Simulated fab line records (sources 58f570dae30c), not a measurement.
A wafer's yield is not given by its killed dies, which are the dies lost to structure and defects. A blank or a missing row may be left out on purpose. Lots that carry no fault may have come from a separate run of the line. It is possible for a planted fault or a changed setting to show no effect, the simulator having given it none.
fab line records :: flow berkeleyCmos170
[record]
  lots = 5
  wafers = 23
route steps=331 shown V1@264 M3@319
startH: hours from the record's first day to the start of the lot's first wafer shown :: waitH: hours since the lot's step before :: " the same as in the row above :: L1.1+2: several wafers, shown together as one row :: - no value, or no start given :: * or withheld: withheld :: < > ~ a bound
route shown NAME@n: names a module that has steps shown in the file, with the first one's number in the route :: usual: mean/standard deviation taken from wafers without a fault :: same: alike in all rows :: chamber/n: place in a boat :: sites: the reading at each site :: _std_site: how widely they spread, as a standard deviation :: _edge_site: inner sites' mean taken away from outer sites' mean :: radiusMm: how far each site lies from the wafer's centre :: mask NAME#n: copy n :: behind: the last tool/chamber to shape the wafer :: hold: the reason the lot was held/the length of the hold in hours/how it ended :: device: transistor that didn't switch, given as n, p or np :: end of line: the route-end tests of the same wafers :: for a step that has no rows: nothing shown but its recipe :: killed: at the first sort, the dies lost to defects and structure; wafer yield is something else :: map: dies across one wafer; x = killed, . = not, _ = none there
set.NAME: setting as actually run; set.NAME@STEP: the setting as run at that earlier step :: model.NAME: the simulator's own value behind a step, which no gauge read
lots whose settings were changed on purpose; a table a step, a row a wafer
[[steps]]
[step UCB170_V1_PEB_10]
[recipe]
  pebTempC = 130
  pebTimeS = withheld
  resist = KrF
lot.wafer: L074.1+5+6
tool: lithoTrack-01
chamber: 0
startH: 154.84
waitH: 0.2
set.pebTempC: 133.2

lot.wafer: L074.2+4
tool: lithoTrack-01
chamber: 0
startH: 154.84
waitH: 0.2
set.pebTempC: 130

lot.wafer: L078.2+5
tool: lithoTrack-03
chamber: 0
startH: 178.74
waitH: 0.3
set.pebTempC: 130

lot.wafer: L078.3+4+6
tool: lithoTrack-03
chamber: 0
startH: 178.74
waitH: 0.3
set.pebTempC: 127.6

lot.wafer: L077.1+3+4+5+6
tool: lithoTrack-03
chamber: 0
startH: 178.99
waitH: 0.3
set.pebTempC: 130

lot.wafer: L079.1+3+5
tool: lithoTrack-03
chamber: 0
startH: 189.27
waitH: 1.0
set.pebTempC: 130

lot.wafer: L080.1+4+5
tool: lithoTrack-01
chamber: 0
startH: 189.67
waitH: 0.9
set.pebTempC: 126.3

lot.wafer: L080.3+6
tool: lithoTrack-01
chamber: 0
startH: 189.67
waitH: 0.9
set.pebTempC: 130
[step UCB170_V1_DEVELOP_11]
[recipe]
  developer = TMAH
  developTimeS = 45
  resist = KrF
  devTempC = 21
[step UCB170_V1_CD_MEAS_12]
[recipe]
  targetCdNm = 700
[usual]
  cdNm = 700.0/2
lot.wafer: L074.1
tool: cdSem-02
chamber: -
startH: 155.12
waitH: -
set.pebTempC@V1_PEB_10: 133.2
cdNm: 716.8

lot.wafer: L074.2
tool: cdSem-02
chamber: -
startH: 155.12
waitH: -
set.pebTempC@V1_PEB_10: 130
cdNm: 702.5

lot.wafer: L074.4
tool: cdSem-02
chamber: -
startH: 155.12
waitH: -
set.pebTempC@V1_PEB_10: 130
cdNm: 701.0

lot.wafer: L074.5
tool: cdSem-02
chamber: -
startH: 155.12
waitH: -
set.pebTempC@V1_PEB_10: 133.2
cdNm: 720.2

lot.wafer: L074.6
tool: cdSem-02
chamber: -
startH: 155.12
waitH: -
set.pebTempC@V1_PEB_10: 133.2
cdNm: 719.4

lot.wafer: L078.2
tool: cdSem-01
chamber: -
startH: 179.01
waitH: -
set.pebTempC@V1_PEB_10: 130
cdNm: 703.2

lot.wafer: L078.3
tool: cdSem-01
chamber: -
startH: 179.01
waitH: -
set.pebTempC@V1_PEB_10: 127.6
cdNm: 685.1

lot.wafer: L078.4
tool: cdSem-01
chamber: -
startH: 179.01
waitH: -
set.pebTempC@V1_PEB_10: 127.6
cdNm: 684.4

lot.wafer: L078.5
tool: cdSem-01
chamber: -
startH: 179.01
waitH: -
set.pebTempC@V1_PEB_10: 130
cdNm: 701.2

lot.wafer: L078.6
tool: cdSem-01
chamber: -
startH: 179.01
waitH: -
set.pebTempC@V1_PEB_10: 127.6
cdNm: 684.2

lot.wafer: L077.1
tool: cdSem-01
chamber: -
startH: 179.27
waitH: -
set.pebTempC@V1_PEB_10: 130
cdNm: 699.0

lot.wafer: L077.3
tool: cdSem-01
chamber: -
startH: 179.27
waitH: -
set.pebTempC@V1_PEB_10: 130
cdNm: 699.6

lot.wafer: L077.4
tool: cdSem-01
chamber: -
startH: 179.27
waitH: -
set.pebTempC@V1_PEB_10: 130
cdNm: 699.5

lot.wafer: L077.5
tool: cdSem-01
chamber: -
startH: 179.27
waitH: -
set.pebTempC@V1_PEB_10: 130
cdNm: 698.3

lot.wafer: L077.6
tool: cdSem-01
chamber: -
startH: 179.27
waitH: -
set.pebTempC@V1_PEB_10: 130
cdNm: 700.8

lot.wafer: L079.1
tool: cdSem-02
chamber: -
startH: 189.55
waitH: -
set.pebTempC@V1_PEB_10: 130
cdNm: 699.0

lot.wafer: L079.3
tool: cdSem-02
chamber: -
startH: 189.55
waitH: -
set.pebTempC@V1_PEB_10: 130
cdNm: 700.3

lot.wafer: L079.5
tool: cdSem-02
chamber: -
startH: 189.55
waitH: -
set.pebTempC@V1_PEB_10: 130
cdNm: 700.9

lot.wafer: L080.1
tool: cdSem-02
chamber: -
startH: 189.95
waitH: -
set.pebTempC@V1_PEB_10: 126.3
cdNm: 672.8

lot.wafer: L080.3
tool: cdSem-02
chamber: -
startH: 189.95
waitH: -
set.pebTempC@V1_PEB_10: 130
cdNm: 700.7

lot.wafer: L080.4
tool: cdSem-02
chamber: -
startH: 189.95
waitH: -
set.pebTempC@V1_PEB_10: 126.3
cdNm: 673.1

lot.wafer: L080.5
tool: cdSem-02
chamber: -
startH: 189.95
waitH: -
set.pebTempC@V1_PEB_10: 126.3
cdNm: 676.3

lot.wafer: L080.6
tool: cdSem-02
chamber: -
startH: 189.95
waitH: -
set.pebTempC@V1_PEB_10: 130
cdNm: 701.9
[step UCB170_V1_ETCH_14]
[recipe]
  chemistry = CHF3/CF4/Ar
  target = SiO2
  stopOn = Al
  CHF3_flow_sccm = 45
  cf4FlowSccm = 15
  Ar_flow_sccm = 150
  pressureMtorr = 200
  rfW = 700
  targetDepthA = 12500
  overEtchFrac = 0.25
  timeS = 291
lot.wafer: L074.1
tool: rieDiel-01
chamber: 2
startH: 155.28
waitH: 0.0
set.pebTempC@V1_PEB_10: 133.2
model.V1.cdNm: 716.1

lot.wafer: L074.2
tool: rieDiel-01
chamber: 0
startH: 155.28
waitH: 0.0
set.pebTempC@V1_PEB_10: 130
model.V1.cdNm: 700.9

lot.wafer: L074.4
tool: rieDiel-01
chamber: 3
startH: 155.28
waitH: 0.0
set.pebTempC@V1_PEB_10: 130
model.V1.cdNm: 699.4

lot.wafer: L074.5
tool: rieDiel-01
chamber: 2
startH: 155.28
waitH: 0.0
set.pebTempC@V1_PEB_10: 133.2
model.V1.cdNm: 718.9

lot.wafer: L074.6
tool: rieDiel-01
chamber: 3
startH: 155.28
waitH: 0.0
set.pebTempC@V1_PEB_10: 133.2
model.V1.cdNm: 718.2

lot.wafer: L078.2
tool: rieDiel-02
chamber: 3
startH: 179.15
waitH: 0.0
set.pebTempC@V1_PEB_10: 130
model.V1.cdNm: 703.2

lot.wafer: L078.3
tool: rieDiel-02
chamber: 1
startH: 179.15
waitH: 0.0
set.pebTempC@V1_PEB_10: 127.6
model.V1.cdNm: 682.7

lot.wafer: L078.4
tool: rieDiel-02
chamber: 0
startH: 179.15
waitH: 0.0
set.pebTempC@V1_PEB_10: 127.6
model.V1.cdNm: 685

lot.wafer: L078.5
tool: rieDiel-02
chamber: 2
startH: 179.15
waitH: 0.0
set.pebTempC@V1_PEB_10: 130
model.V1.cdNm: 700.9

lot.wafer: L078.6
tool: rieDiel-02
chamber: 1
startH: 179.15
waitH: 0.0
set.pebTempC@V1_PEB_10: 127.6
model.V1.cdNm: 682.4

lot.wafer: L077.1
tool: rieDiel-03
chamber: 2
startH: 179.42
waitH: 0.0
set.pebTempC@V1_PEB_10: 130
model.V1.cdNm: 699.7

lot.wafer: L077.3
tool: rieDiel-03
chamber: 0
startH: 179.42
waitH: 0.0
set.pebTempC@V1_PEB_10: 130
model.V1.cdNm: 699.2

lot.wafer: L077.4
tool: rieDiel-03
chamber: 1
startH: 179.42
waitH: 0.0
set.pebTempC@V1_PEB_10: 130
model.V1.cdNm: 699.3

lot.wafer: L077.5
tool: rieDiel-03
chamber: 3
startH: 179.42
waitH: 0.0
set.pebTempC@V1_PEB_10: 130
model.V1.cdNm: 697.6

lot.wafer: L077.6
tool: rieDiel-03
chamber: 2
startH: 179.42
waitH: 0.0
set.pebTempC@V1_PEB_10: 130
model.V1.cdNm: 701.2

lot.wafer: L079.1
tool: rieDiel-03
chamber: 2
startH: 189.73
waitH: 0.0
set.pebTempC@V1_PEB_10: 130
model.V1.cdNm: 699.7

lot.wafer: L079.3
tool: rieDiel-03
chamber: 3
startH: 189.73
waitH: 0.0
set.pebTempC@V1_PEB_10: 130
model.V1.cdNm: 699.1

lot.wafer: L079.5
tool: rieDiel-03
chamber: 0
startH: 189.73
waitH: 0.0
set.pebTempC@V1_PEB_10: 130
model.V1.cdNm: 700.9

lot.wafer: L080.1
tool: rieDiel-03
chamber: 2
startH: 190.10
waitH: 0.0
set.pebTempC@V1_PEB_10: 126.3
model.V1.cdNm: 673.2

lot.wafer: L080.3
tool: rieDiel-03
chamber: 0
startH: 190.10
waitH: 0.0
set.pebTempC@V1_PEB_10: 130
model.V1.cdNm: 701

lot.wafer: L080.4
tool: rieDiel-03
chamber: 3
startH: 190.10
waitH: 0.0
set.pebTempC@V1_PEB_10: 126.3
model.V1.cdNm: 672.7

lot.wafer: L080.5
tool: rieDiel-03
chamber: 2
startH: 190.10
waitH: 0.0
set.pebTempC@V1_PEB_10: 126.3
model.V1.cdNm: 676.2

lot.wafer: L080.6
tool: rieDiel-03
chamber: 1
startH: 190.10
waitH: 0.0
set.pebTempC@V1_PEB_10: 130
model.V1.cdNm: 702
[step UCB170_V1_STRIP_15]
[recipe]
  chemistry = O2
  powerW = 400
  pressureMtorr = 3500
  platenTempC = withheld
  o2FlowSccm = 400
  overashFraction = 0.5
[step UCB170_V1_CD_MEAS_90]
[recipe]
  targetCdNm = 700
[usual]
  cdNm = 699.8/2.2
lot.wafer: L074.1
tool: cdSem-01
chamber: -
startH: 155.62
waitH: 0.1
set.pebTempC@V1_PEB_10: 133.2
cdNm: 716.0

lot.wafer: L074.2
tool: cdSem-01
chamber: -
startH: 155.62
waitH: 0.1
set.pebTempC@V1_PEB_10: 130
cdNm: 701.0

lot.wafer: L074.4
tool: cdSem-01
chamber: -
startH: 155.62
waitH: 0.1
set.pebTempC@V1_PEB_10: 130
cdNm: 699.3

lot.wafer: L074.5
tool: cdSem-01
chamber: -
startH: 155.62
waitH: 0.1
set.pebTempC@V1_PEB_10: 133.2
cdNm: 719.0

lot.wafer: L074.6
tool: cdSem-01
chamber: -
startH: 155.62
waitH: 0.1
set.pebTempC@V1_PEB_10: 133.2
cdNm: 718.3

lot.wafer: L078.2
tool: cdSem-01
chamber: -
startH: 179.45
waitH: 0.1
set.pebTempC@V1_PEB_10: 130
cdNm: 703.1

lot.wafer: L078.3
tool: cdSem-01
chamber: -
startH: 179.45
waitH: 0.1
set.pebTempC@V1_PEB_10: 127.6
cdNm: 682.6

lot.wafer: L078.4
tool: cdSem-01
chamber: -
startH: 179.45
waitH: 0.1
set.pebTempC@V1_PEB_10: 127.6
cdNm: 685.1

lot.wafer: L078.5
tool: cdSem-01
chamber: -
startH: 179.45
waitH: 0.1
set.pebTempC@V1_PEB_10: 130
cdNm: 700.9

lot.wafer: L078.6
tool: cdSem-01
chamber: -
startH: 179.45
waitH: 0.1
set.pebTempC@V1_PEB_10: 127.6
cdNm: 682.8

lot.wafer: L077.1
tool: cdSem-02
chamber: -
startH: 179.70
waitH: 0.1
set.pebTempC@V1_PEB_10: 130
cdNm: 699.6

lot.wafer: L077.3
tool: cdSem-02
chamber: -
startH: 179.70
waitH: 0.1
set.pebTempC@V1_PEB_10: 130
cdNm: 699.4

lot.wafer: L077.4
tool: cdSem-02
chamber: -
startH: 179.70
waitH: 0.1
set.pebTempC@V1_PEB_10: 130
cdNm: 699.2

lot.wafer: L077.5
tool: cdSem-02
chamber: -
startH: 179.70
waitH: 0.1
set.pebTempC@V1_PEB_10: 130
cdNm: 697.3

lot.wafer: L077.6
tool: cdSem-02
chamber: -
startH: 179.70
waitH: 0.1
set.pebTempC@V1_PEB_10: 130
cdNm: 701.1

lot.wafer: L079.1
tool: cdSem-01
chamber: -
startH: 190.01
waitH: 0.1
set.pebTempC@V1_PEB_10: 130
cdNm: 699.4

lot.wafer: L079.3
tool: cdSem-01
chamber: -
startH: 190.01
waitH: 0.1
set.pebTempC@V1_PEB_10: 130
cdNm: 699.3

lot.wafer: L079.5
tool: cdSem-01
chamber: -
startH: 190.01
waitH: 0.1
set.pebTempC@V1_PEB_10: 130
cdNm: 701.0

lot.wafer: L080.1
tool: cdSem-01
chamber: -
startH: 190.38
waitH: 0.1
set.pebTempC@V1_PEB_10: 126.3
cdNm: 673.2

lot.wafer: L080.3
tool: cdSem-01
chamber: -
startH: 190.38
waitH: 0.1
set.pebTempC@V1_PEB_10: 130
cdNm: 701.4

lot.wafer: L080.4
tool: cdSem-01
chamber: -
startH: 190.38
waitH: 0.1
set.pebTempC@V1_PEB_10: 126.3
cdNm: 673.0

lot.wafer: L080.5
tool: cdSem-01
chamber: -
startH: 190.38
waitH: 0.1
set.pebTempC@V1_PEB_10: 126.3
cdNm: 675.9

lot.wafer: L080.6
tool: cdSem-01
chamber: -
startH: 190.38
waitH: 0.1
set.pebTempC@V1_PEB_10: 130
cdNm: 702.2
[step UCB170_M3_COAT_10]
[recipe]
  resist = KrF
  spinRpm = 1500
  resistThkNm = 900
lot.wafer: L074.1
tool: lithoTrack-04
chamber: 0
startH: -
waitH: -
set.resistThkNm: 880.9
model.KrF_of_M3_COAT_10.thkNm: 884.8

lot.wafer: L074.2
tool: lithoTrack-04
chamber: 0
startH: -
waitH: -
set.resistThkNm: 880.9
model.KrF_of_M3_COAT_10.thkNm: 882.9

lot.wafer: L074.4
tool: lithoTrack-04
chamber: 0
startH: -
waitH: -
set.resistThkNm: 900
model.KrF_of_M3_COAT_10.thkNm: 901.8

lot.wafer: L074.5
tool: lithoTrack-04
chamber: 0
startH: -
waitH: -
set.resistThkNm: 900
model.KrF_of_M3_COAT_10.thkNm: 902.8

lot.wafer: L074.6
tool: lithoTrack-04
chamber: 0
startH: -
waitH: -
set.resistThkNm: 880.9
model.KrF_of_M3_COAT_10.thkNm: 885.5

lot.wafer: L078.2
tool: lithoTrack-04
chamber: 0
startH: -
waitH: -
set.resistThkNm: 900
model.KrF_of_M3_COAT_10.thkNm: 906.2

lot.wafer: L078.3
tool: lithoTrack-04
chamber: 0
startH: -
waitH: -
set.resistThkNm: 917.2
model.KrF_of_M3_COAT_10.thkNm: 922.8

lot.wafer: L078.4
tool: lithoTrack-04
chamber: 0
startH: -
waitH: -
set.resistThkNm: 900
model.KrF_of_M3_COAT_10.thkNm: 904.8

lot.wafer: L078.5
tool: lithoTrack-04
chamber: 0
startH: -
waitH: -
set.resistThkNm: 917.2
model.KrF_of_M3_COAT_10.thkNm: 923.5

lot.wafer: L078.6
tool: lithoTrack-04
chamber: 0
startH: -
waitH: -
set.resistThkNm: 917.2
model.KrF_of_M3_COAT_10.thkNm: 922.9

lot.wafer: L077.1
tool: lithoTrack-01
chamber: 0
startH: -
waitH: -
set.resistThkNm: 900
model.KrF_of_M3_COAT_10.thkNm: 903

lot.wafer: L077.3
tool: lithoTrack-01
chamber: 0
startH: -
waitH: -
set.resistThkNm: 900
model.KrF_of_M3_COAT_10.thkNm: 900.6

lot.wafer: L077.4
tool: lithoTrack-01
chamber: 0
startH: -
waitH: -
set.resistThkNm: 900
model.KrF_of_M3_COAT_10.thkNm: 903.7

lot.wafer: L077.5
tool: lithoTrack-01
chamber: 0
startH: -
waitH: -
set.resistThkNm: 900
model.KrF_of_M3_COAT_10.thkNm: 901.1

lot.wafer: L077.6
tool: lithoTrack-01
chamber: 0
startH: -
waitH: -
set.resistThkNm: 900
model.KrF_of_M3_COAT_10.thkNm: 899.6

lot.wafer: L079.1
tool: lithoTrack-02
chamber: 0
startH: -
waitH: -
set.resistThkNm: 900
model.KrF_of_M3_COAT_10.thkNm: 897.5

lot.wafer: L079.3
tool: lithoTrack-02
chamber: 0
startH: -
waitH: -
set.resistThkNm: 900
model.KrF_of_M3_COAT_10.thkNm: 900.6

lot.wafer: L079.5
tool: lithoTrack-02
chamber: 0
startH: -
waitH: -
set.resistThkNm: 900
model.KrF_of_M3_COAT_10.thkNm: 899.5

lot.wafer: L080.1
tool: lithoTrack-01
chamber: 0
startH: -
waitH: -
set.resistThkNm: 900
model.KrF_of_M3_COAT_10.thkNm: 902.3

lot.wafer: L080.3
tool: lithoTrack-01
chamber: 0
startH: -
waitH: -
set.resistThkNm: 900
model.KrF_of_M3_COAT_10.thkNm: 902.4

lot.wafer: L080.4
tool: lithoTrack-01
chamber: 0
startH: -
waitH: -
set.resistThkNm: 900
model.KrF_of_M3_COAT_10.thkNm: 901.3

lot.wafer: L080.5
tool: lithoTrack-01
chamber: 0
startH: -
waitH: -
set.resistThkNm: 924.1
model.KrF_of_M3_COAT_10.thkNm: 923.9

lot.wafer: L080.6
tool: lithoTrack-01
chamber: 0
startH: -
waitH: -
set.resistThkNm: 924.1
model.KrF_of_M3_COAT_10.thkNm: 925
[[key]]
[split]
  step = UCB170_V1_PEB_10
  setting = pebTempC
  stated = 130
  by = wafer
[response]
  step = UCB170_V1_CD_MEAS_12
  reading = cdNm
  change = +8.65
  per = 1%
  r = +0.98
[response]
  step = UCB170_V1_ETCH_14
  reading = model.V1.cdNm
  change = +8.88
  per = 1%
  r = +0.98
[response]
  step = UCB170_V1_CD_MEAS_90
  reading = cdNm
  change = +8.92
  per = 1%
  r = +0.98
[split]
  step = UCB170_M3_COAT_10
  setting = resistThkNm
  stated = 900
  by = wafer
[response]
  step = UCB170_M3_COAT_10
  reading = model.KrF_of_M3_COAT_10.thkNm
  change = +8.59
  per = 1%
  r = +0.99
